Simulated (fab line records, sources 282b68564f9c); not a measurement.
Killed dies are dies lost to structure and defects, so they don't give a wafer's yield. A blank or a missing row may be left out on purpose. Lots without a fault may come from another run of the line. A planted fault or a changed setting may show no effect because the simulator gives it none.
fab line records | flow rit_cmos
record lots=14 wafers=42 last_day=8
route steps=202 shown PWELL@45 NSD@139 PSD@151 M1@194
lots that met no fault: from a run of the same line without faults
start_h: hours from the record's first day to the start of the lot's first wafer shown | wait_h: hours since the lot's step before | " the same as in the row above | L1.1+2: a row that stands for several wafers | - no value, or no start given | * or withheld: withheld | < > ~ a bound
route shown NAME@n: a module of which the file shows steps, and the number in the route of the first | usual: mean/standard deviation of fault-free wafers | same: alike in all rows | chamber/n: place in a boat | sites: the reading at each site | _std_site: their standard deviation | _edge_site: outer sites' mean less inner sites' | radius_mm: how far each site lies from the wafer's centre | mask NAME#n: copy n | behind: the tool/chamber that last shaped the wafer | hold: why the lot was held/for how many hours/how that ended | device: the transistor (n, p or np) that didn't switch | end of line: the same wafers' tests at the end of the route | a step without rows: its recipe alone | killed: dies lost to structure and defects at the first sort, not the wafer's yield | map: a wafer's dies, x killed, . not, _ none there
set.NAME: the setting as run; set.NAME@STEP: as run at that earlier step | model.NAME: the simulator's own value behind a step, which no gauge read
steps of the route over a sample of lots; a table a step, a row a wafer
services: from which hour (start_h, from the record's first day; less than 0 if before it) a tool's chamber was out of use, for how many hours, and why
## steps
# step RIT_PWELL_OVL_MEAS_06
# usual PWELL_OVL=-0.4/1.3
# columns lot.wafer tool chamber start_h wait_h PWELL_OVL[nm]
L129.2 overlay-01 - 22.79 - 0.0
L129.4 " - " " 0.2
L129.6 " - " " -1.9
L130.1 overlay-02 - 28.82 - 3.4
L130.3 " - " " 1.6
L130.4 " - " " 2.8
L131.1 overlay-02 - 34.56 - -1.4
L131.3 " - " " -1.4
L131.5 " - " " -2.2
L132.2 overlay-02 - 41.12 - -0.2
L132.3 " - " " -0.9
L132.4 " - " " 0.5
L133.1 overlay-01 - 50.48 - -0.4
L133.2 " - " " -1.7
L133.5 " - " " -1.8
L134.2 overlay-01 - 54.57 - -0.8
L134.3 " - " " -0.7
L134.5 " - " " 0.1
L135.1 overlay-02 - 58.09 - -0.9
L135.4 " - " " 0.1
L135.5 " - " " 1.5
L141.1 overlay-02 - 87.78 - -1.3
L141.4 " - " " 0.3
L141.6 " - " " 1.1
L142.1 overlay-02 - 92.98 - 1.9
L142.2 " - " " 1.3
L142.3 " - " " 0.7
L146.4 overlay-01 - 107.57 - -1.5
L146.5 " - " " -0.2
L146.6 " - " " -2.0
L147.1 overlay-02 - 115.84 - -0.3
L147.3 " - " " -0.9
L147.5 " - " " -0.8
L149.2 overlay-02 - 124.22 - -1.6
L149.3 " - " " -0.1
L149.5 " - " " 0.2
L150.2 overlay-02 - 131.02 - 0.0
L150.4 " - " " -1.0
L150.5 " - " " -0.7
L152.2 overlay-02 - 138.90 - 1.3
L152.3 " - " " 0.7
L152.4 " - " " 2.3
# step RIT_NSD_IMPLANT_08
# recipe species=P energy_kev=25 dose_cm2=1e+15 tilt_deg=7
# usual beam_energy_keV=25.002/0.0072
# columns lot.wafer tool chamber start_h wait_h beam_energy_keV
L129.2 implanter-03 0 57.82 0.1 25.005
L129.4 " 0 " " 24.997
L129.6 " 0 " " 25.002
L130.1 implanter-02 0 61.99 0.1 25.003
L130.3 " 0 " " 25.005
L130.4 " 0 " " 25.006
L131.1 implanter-04 0 66.22 0.1 25.007
L131.3 " 0 " " 24.986
L131.5 " 0 " " 25.003
L132.2 implanter-02 0 71.31 0.1 25.012
L132.3 " 0 " " 25.014
L132.4 " 0 " " 25.010
L133.1 implanter-04 0 78.89 0.1 24.994
L133.2 " 0 " " 25.001
L133.5 " 0 " " 25.003
L134.2 implanter-04 0 83.17 0.1 25.013
L134.3 " 0 " " 25.008
L134.5 " 0 " " 25.010
L135.1 implanter-04 0 87.55 0.1 24.999
L135.4 " 0 " " 24.999
L135.5 " 0 " " 24.998
L141.1 implanter-02 0 114.52 0.1 24.088
L141.4 " 0 " " 24.099
L141.6 " 0 " " 24.099
L142.1 implanter-02 0 117.65 0.1 24.103
L142.2 " 0 " " 24.100
L142.3 " 0 " " 24.097
L146.4 implanter-04 0 133.78 0.1 25.007
L146.5 " 0 " " 25.010
L146.6 " 0 " " 25.005
L147.1 implanter-03 0 149.43 0.1 25.013
L147.3 " 0 " " 25.002
L147.5 " 0 " " 24.999
L149.2 implanter-03 0 169.82 0.1 25.001
L149.3 " 0 " " 24.996
L149.5 " 0 " " 25.001
L150.2 implanter-04 0 170.34 0.1 25.000
L150.4 " 0 " " 25.005
L150.5 " 0 " " 25.002
L152.2 implanter-03 0 177.40 0.1 24.995
L152.3 " 0 " " 24.988
L152.4 " 0 " " 25.012
# step RIT_PSD_STRIP_09
# recipe chemistry=O2 time_s=180 resist=NOVOLAK platen_temp_c=withheld power_w=500 pressure_mtorr=4000 o2_flow_sccm=4000
# usual drypump_motor_current_A=6.0/0.42 o2_flow_sccm=3999/12
# columns lot.wafer tool chamber start_h wait_h drypump_motor_current_A o2_flow_sccm rf_hours_counter_h
L129.2 plasma_asher-03 1 59.36 0.1 6.4 3996 40
L129.4 " 1 " " 6.4 4001 -
L129.6 " 1 " " 6.5 4014 -
L130.1 plasma_asher-03 0 63.69 0.1 5.6 3983 41
L130.3 " 1 " " 6.4 3988 -
L130.4 " 0 " " 5.6 3993 -
L131.1 plasma_asher-04 0 68.03 0.1 6.2 3995 42
L131.3 " 1 " " 6.0 4007 -
L131.5 " 1 " " 6.1 4007 -
L132.2 plasma_asher-04 1 73.06 0.1 6.1 3976 43
L132.3 " 0 " " 6.2 4007 -
L132.4 " 1 " " 6.1 3963 -
L133.1 plasma_asher-04 0 80.59 0.1 6.3 4025 43
L133.2 " 1 " " 6.1 3986 43
L133.5 " 1 " " 6.1 4013 -
L134.2 plasma_asher-04 0 84.84 0.1 6.3 3999 44
L134.3 " 1 " " 6.0 4007 -
L134.5 " 0 " " 6.3 3987 -
L135.1 plasma_asher-04 0 89.24 0.1 6.2 4003 44
L135.4 " 0 " " 6.3 4006 -
L135.5 " 0 " " 6.2 4009 -
L141.1 plasma_asher-03 0 116.21 0.1 5.6 3984 47
L141.4 " 0 " " 5.6 3992 -
L141.6 " 1 " " 6.4 3996 -
L142.1 plasma_asher-04 1 119.30 0.1 6.0 3991 0
L142.2 " 0 " " 6.3 4020 0
L142.3 " 0 " " 6.3 4001 -
L146.4 plasma_asher-03 1 135.50 0.1 6.4 4029 -
L146.5 " 0 " " 5.6 4006 -
L146.6 " 1 " " 6.4 4009 -
L147.1 plasma_asher-04 0 151.00 0.1 6.3 3985 3
L147.3 " 1 " " 6.1 3985 -
L147.5 " 1 " " 6.1 3998 -
L149.2 plasma_asher-03 1 171.45 0.1 6.4 3998 52
L149.3 " 1 " " 6.4 4010 -
L149.5 " 1 " " 6.4 4004 -
L150.2 plasma_asher-02 1 171.94 0.1 4.9 4009 50
L150.4 " 1 " " 4.9 4004 -
L150.5 " 1 " " 4.9 4012 -
L152.2 plasma_asher-04 1 179.10 0.1 6.1 4005 6
L152.3 " 0 " " 6.3 3987 -
L152.4 " 1 " " 6.0 3999 -
# step RIT_M1_OVL_MEAS_10
# usual M1_OVL=-0.8/1.6
# columns lot.wafer tool chamber start_h wait_h M1_OVL[nm]
L129.2 overlay-01 - 64.86 0.1 -0.8
L129.4 " - " " -0.1
L129.6 " - " " -2.6
L130.1 overlay-01 - 69.24 0.1 0.6
L130.3 " - " " 0.4
L130.4 " - " " 0.0
L131.1 overlay-01 - 73.51 0.1 -1.1
L131.3 " - " " -2.5
L131.5 " - " " -1.6
L132.2 overlay-02 - 78.55 0.1 -0.7
L132.3 " - " " -0.2
L132.4 " - " " 0.5
L133.1 overlay-01 - 86.12 0.1 -4.1
L133.2 " - " " -2.8
L133.5 " - " " -4.2
L134.2 overlay-01 - 90.76 0.1 1.0
L134.3 " - " " 1.7
L134.5 " - " " 1.4
L135.1 overlay-01 - 94.89 0.1 0.4
L135.4 " - " " 0.1
L135.5 " - " " 1.4
L141.1 overlay-02 - 121.63 0.1 -2.1
L141.4 " - " " -2.5
L141.6 " - " " -2.7
L142.1 overlay-01 - 124.97 0.1 -1.4
L142.2 " - " " -0.3
L142.3 " - " " 0.4
L146.4 overlay-02 - 140.95 0.1 0.8
L146.5 " - " " -0.1
L146.6 " - " " 1.0
L147.1 overlay-01 - 156.64 0.1 -3.6
L147.3 " - " " -2.9
L147.5 " - " " -4.2
L149.2 overlay-02 - 177.27 0.1 -1.1
L149.3 " - " " 0.2
L149.5 " - " " 0.2
L150.2 overlay-02 - 178.16 0.1 -2.0
L150.4 " - " " -2.3
L150.5 " - " " -1.7
L152.2 overlay-02 - 185.12 0.1 0.3
L152.3 " - " " 1.5
L152.4 " - " " -0.4
# step RIT_M1_PROBE_99
# usual killed_at_M0_to_M3=0.0/0.083 killed_at_contacts=0.1/0.23 killed_at_front_end=6.2/2.8 killed_dies=6.3/2.7 killed_open=3.1/2 killed_short=3.2/1.8
# same gross_dies=264 killed_at_M4_up=0 killed_at_back_side=0 killed_at_other=0
# columns lot.wafer tool chamber start_h wait_h killed_at_M0_to_M3 killed_at_contacts killed_at_front_end killed_dies killed_open killed_short
L129.2 prober-02 - 67.46 0.1 0 0 7 7 4 3
L129.4 prober-02 - 67.56 0.2 0 0 8 8 4 4
L129.6 prober-02 - 67.66 0.2 0 0 8 8 6 2
L130.1 prober-01 - 71.94 0.1 0 0 2 2 1 1
L130.3 prober-01 - 72.04 0.2 0 0 6 6 3 3
L130.4 prober-01 - 72.09 0.2 0 0 5 5 2 3
L131.1 prober-02 - 76.05 0.1 0 0 6 6 3 3
L131.3 prober-02 - 76.15 0.2 0 0 3 3 2 1
L131.5 prober-02 - 76.25 0.2 0 0 6 6 3 3
L132.2 prober-01 - 81.26 0.1 0 0 5 5 2 3
L132.3 prober-01 - 81.31 0.2 0 0 6 6 1 5
L132.4 prober-01 - 81.36 0.2 0 0 8 8 4 4
L133.1 prober-02 - 88.66 0.1 0 0 8 8 1 7
L133.2 prober-02 - 88.71 0.1 0 0 5 5 2 3
L133.5 prober-02 - 88.86 0.2 0 0 7 7 4 3
L134.2 prober-01 - 93.55 0.1 0 0 11 11 4 7
L134.3 prober-01 - 93.60 0.2 0 0 7 7 3 4
L134.5 prober-01 - 93.70 0.2 0 0 2 2 1 1
L135.1 prober-02 - 97.46 0.1 1 0 1 2 1 1
L135.4 prober-02 - 97.61 0.2 0 0 10 10 6 4
L135.5 prober-02 - 97.66 0.2 0 0 5 5 3 2
L141.1 prober-01 - 124.20 0.1 0 0 7 7 5 2
L141.4 prober-01 - 124.35 0.2 0 0 3 3 0 3
L141.6 prober-01 - 124.45 0.2 0 0 8 8 4 4
L142.1 prober-02 - 127.51 0.1 0 0 10 10 5 5
L142.2 prober-02 - 127.56 0.1 0 0 4 4 2 2
L142.3 prober-02 - 127.61 0.2 0 0 8 8 5 3
L146.4 prober-02 - 144.04 0.2 0 0 5 5 1 4
L146.5 prober-02 - 144.09 0.2 0 0 7 7 5 2
L146.6 prober-02 - 144.14 0.2 0 0 10 10 4 6
L147.1 prober-02 - 159.19 0.1 0 0 4 4 2 2
L147.3 prober-02 - 159.29 0.2 0 0 2 2 2 0
L147.5 prober-02 - 159.39 0.2 0 0 7 7 4 3
L149.2 prober-01 - 179.95 0.1 0 0 3 3 2 1
L149.3 prober-01 - 180.00 0.2 0 1 3 4 2 2
L149.5 prober-01 - 180.10 0.2 0 0 7 7 4 3
L150.2 prober-01 - 181.45 0.1 0 0 7 7 2 5
L150.4 prober-01 - 181.55 0.2 0 0 8 8 1 7
L150.5 prober-01 - 181.60 0.2 0 0 8 8 5 3
L152.2 prober-02 - 188.00 0.1 0 0 7 7 3 4
L152.3 prober-02 - 188.05 0.2 0 0 2 2 1 1
L152.4 prober-02 - 188.10 0.2 0 0 5 5 3 2
# killed by level:class
L129.2 GATE:geometric_particle:open=2 SILICIDE:geometric_particle:short=2 FOX1:geometric_particle:open=1 FOX2:geometric_particle:open=1 REOX:geometric_particle:short=1
L129.4 FOX1:geometric_particle:open=2 REOX:geometric_particle:short=2 GATE:geometric_particle:short=1 GATE:geometric_particle:open=1 REOX:geometric_particle:open=1 SPACER:geometric_particle:short=1
L129.6 FOX1:geometric_particle:open=2 REOX:geometric_particle:open=2 GATE:geometric_particle:open=1 GATE:geometric_particle:short=1 REOX:geometric_particle:short=1 SPACER:geometric_particle:open=1
L130.1 FOX2:geometric_particle:open=1 SILICIDE:geometric_particle:short=1
L130.3 REOX:geometric_particle:open=2 REOX:geometric_particle:short=1 SPACER:geometric_particle:open=1 SPACER:geometric_particle:short=1 SILICIDE:geometric_particle:short=1
L130.4 GATE:geometric_particle:short=2 REOX:geometric_particle:open=1 SPACER:geometric_particle:short=1 SPACER:geometric_particle:open=1
L131.1 REOX:geometric_particle:open=2 FOX2:geometric_particle:short=1 GATE:geometric_particle:open=1 GATE:geometric_particle:short=1 SILICIDE:geometric_particle:short=1
L131.3 FOX1:geometric_particle:open=2 GATE:geometric_particle:short=1
L131.5 FOX1:geometric_particle:open=3 FOX1:geometric_particle:short=1 FOX2:geometric_particle:short=1 REOX:geometric_particle:short=1
L132.2 GATE:geometric_particle:short=2 GATE:geometric_particle:open=1 REOX:geometric_particle:short=1 SPACER:geometric_particle:open=1
L132.3 FOX2:geometric_particle:short=2 GATE:geometric_particle:short=1 REOX:geometric_particle:open=1 REOX:geometric_particle:short=1 SILICIDE:geometric_particle:short=1
L132.4 GATE:geometric_particle:open=3 REOX:geometric_particle:short=2 GATE:geometric_particle:short=1 SILICIDE:geometric_particle:open=1 SILICIDE:geometric_particle:short=1
L133.1 FOX1:geometric_particle:short=3 GATE:geometric_particle:short=3 ACTIVE:geometric_particle:short=1 GATE:geometric_particle:open=1
L133.2 GATE:geometric_particle:short=2 FOX1:geometric_particle:short=1 GATE:geometric_particle:open=1 SPACER:geometric_particle:open=1
L133.5 FOX1:geometric_particle:short=2 GATE:geometric_particle:open=2 FOX1:geometric_particle:open=1 GATE:geometric_particle:short=1 SPACER:geometric_particle:open=1
L134.2 GATE:geometric_particle:open=3 GATE:geometric_particle:short=2 SPACER:geometric_particle:short=2 SILICIDE:geometric_particle:short=2 FOX1:geometric_particle:open=1 FOX1:geometric_particle:short=1
L134.3 SILICIDE:geometric_particle:open=2 FOX1:geometric_particle:short=1 FOX2:geometric_particle:short=1 SILICIDE:geometric_particle:short=1 GATE:geometric_particle:open=1 SPACER:geometric_particle:short=1
L134.5 REOX:geometric_particle:open=1 SPACER:geometric_particle:short=1
L135.1 REOX:geometric_particle:open=1 M1:geometric_particle:short=1
L135.4 REOX:geometric_particle:open=3 GATE:geometric_particle:open=2 SILICIDE:geometric_particle:short=2 FOX1:geometric_particle:short=1 FOX1:geometric_particle:open=1 REOX:geometric_particle:short=1
L135.5 GATE:geometric_particle:short=2 FOX1:geometric_particle:open=1 GATE:geometric_particle:open=1 REOX:geometric_particle:open=1
L141.1 GATE:geometric_particle:open=3 FOX2:geometric_particle:open=1 GATE:geometric_particle:short=1 REOX:geometric_particle:open=1 SPACER:geometric_particle:short=1
L141.4 GATE:geometric_particle:short=2 REOX:geometric_particle:short=1
L141.6 GATE:geometric_particle:short=3 FOX2:geometric_particle:open=1 GATE:geometric_particle:open=1 REOX:geometric_particle:open=1 SPACER:geometric_particle:short=1 SILICIDE:geometric_particle:open=1
L142.1 GATE:geometric_particle:open=3 GATE:geometric_particle:short=2 SPACER:geometric_particle:short=2 FOX1:geometric_particle:open=1 SILICIDE:geometric_particle:short=1 SILICIDE:geometric_particle:open=1
L142.2 FOX1:geometric_particle:open=1 FOX2:geometric_particle:short=1 GATE:geometric_particle:open=1 SILICIDE:geometric_particle:short=1
L142.3 GATE:geometric_particle:open=4 SILICIDE:geometric_particle:short=2 GATE:geometric_particle:short=1 REOX:geometric_particle:open=1
L146.4 SILICIDE:geometric_particle:short=2 GATE:geometric_particle:short=2 REOX:geometric_particle:open=1
L146.5 GATE:geometric_particle:open=2 GATE:geometric_particle:short=2 FOX1:geometric_particle:open=1 SPACER:geometric_particle:open=1 SILICIDE:geometric_particle:open=1
L146.6 GATE:geometric_particle:short=4 FOX1:geometric_particle:short=1 FOX1:geometric_particle:open=1 GATE:geometric_particle:open=1 REOX:geometric_particle:open=1 SPACER:geometric_particle:short=1 SPACER:geometric_particle:open=1
L147.1 GATE:geometric_particle:open=2 FOX1:geometric_particle:short=1 REOX:geometric_particle:short=1
L147.3 REOX:geometric_particle:open=2
L147.5 GATE:geometric_particle:open=2 FOX1:geometric_particle:short=1 FOX2:geometric_particle:short=1 FOX2:geometric_particle:open=1 GATE:geometric_particle:short=1 SILICIDE:geometric_particle:open=1
L149.2 FOX1:geometric_particle:short=1 REOX:geometric_particle:open=1 SPACER:geometric_particle:open=1
L149.3 GATE:geometric_particle:short=2 SPACER:geometric_particle:open=1 CONTACT:geometric_particle:open=1
L149.5 FOX1:geometric_particle:short=2 SPACER:geometric_particle:open=2 FOX2:geometric_particle:open=1 GATE:geometric_particle:open=1 GATE:geometric_particle:short=1
L150.2 FOX2:geometric_particle:open=2 FOX1:geometric_particle:short=1 FOX2:geometric_particle:short=1 GATE:geometric_particle:short=1 REOX:geometric_particle:short=1 SPACER:geometric_particle:short=1
L150.4 GATE:geometric_particle:short=3 SILICIDE:geometric_particle:short=2 FOX2:geometric_particle:short=1 SPACER:geometric_particle:short=1 SPACER:geometric_particle:open=1
L150.5 GATE:geometric_particle:open=3 FOX2:geometric_particle:open=2 REOX:geometric_particle:short=2 GATE:geometric_particle:short=1
L152.2 GATE:geometric_particle:short=2 REOX:geometric_particle:open=2 ACTIVE:geometric_particle:short=1 SPACER:geometric_particle:open=1 SILICIDE:geometric_particle:short=1
L152.3 FOX2:geometric_particle:short=1 GATE:geometric_particle:open=1
L152.4 GATE:geometric_particle:short=2 FOX1:geometric_particle:open=1 FOX2:geometric_particle:open=1 SILICIDE:geometric_particle:open=1
## services
# columns tool chamber start_h hours kind
implanter-03 - 41.04 3.2 pm
plasma_asher-04 - 45.85 1.2 repair
implanter-03 - 59.08 37.7 repair
implanter-02 - 98.24 3.3 pm
implanter-02 - 102.77 3.7 pm
implanter-03 - 106.98 2.0 repair
plasma_asher-04 - 108.75 9.0 pm
plasma_asher-04 0 108.75 9.0 vent_cycle
plasma_asher-04 1 108.75 9.0 vent_cycle
implanter-04 - 108.97 5.6 repair
plasma_asher-04 0 117.75 - clean
plasma_asher-04 1 117.75 - clean
implanter-02 - 134.19 20.5 pm
## key
first_sign step=RIT_NSD_IMPLANT_08 reading=beam_energy_keV direction=down sigmas=99+ usual=25.002 struck=24.098
effect none on later readings
met_at RIT_NSD_IMPLANT_08
struck_lots L141,L142
tester_left_out L141,L142
not_acting_at RIT_PWELL_OVL_MEAS_06,RIT_PSD_STRIP_09,RIT_M1_OVL_MEAS_10
onset_between 71.31 114.52
fault kind=process_parameter_drift tool=implanter-02 chamber=- onset_h=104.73 steps=RIT_NSD_IMPLANT_08 channel=energy_kev offset=-0.90802 shape=step end_h=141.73 acts_in=these_recipes_only stated=25
# tester_left_out: of these lots the tester's yield and bins aren't shown, on N5 and GAA mostly nor the transistor test; their killed dies are dies lost to structure and defects alone, not to doping, threshold or leakage, so they don't give the yield
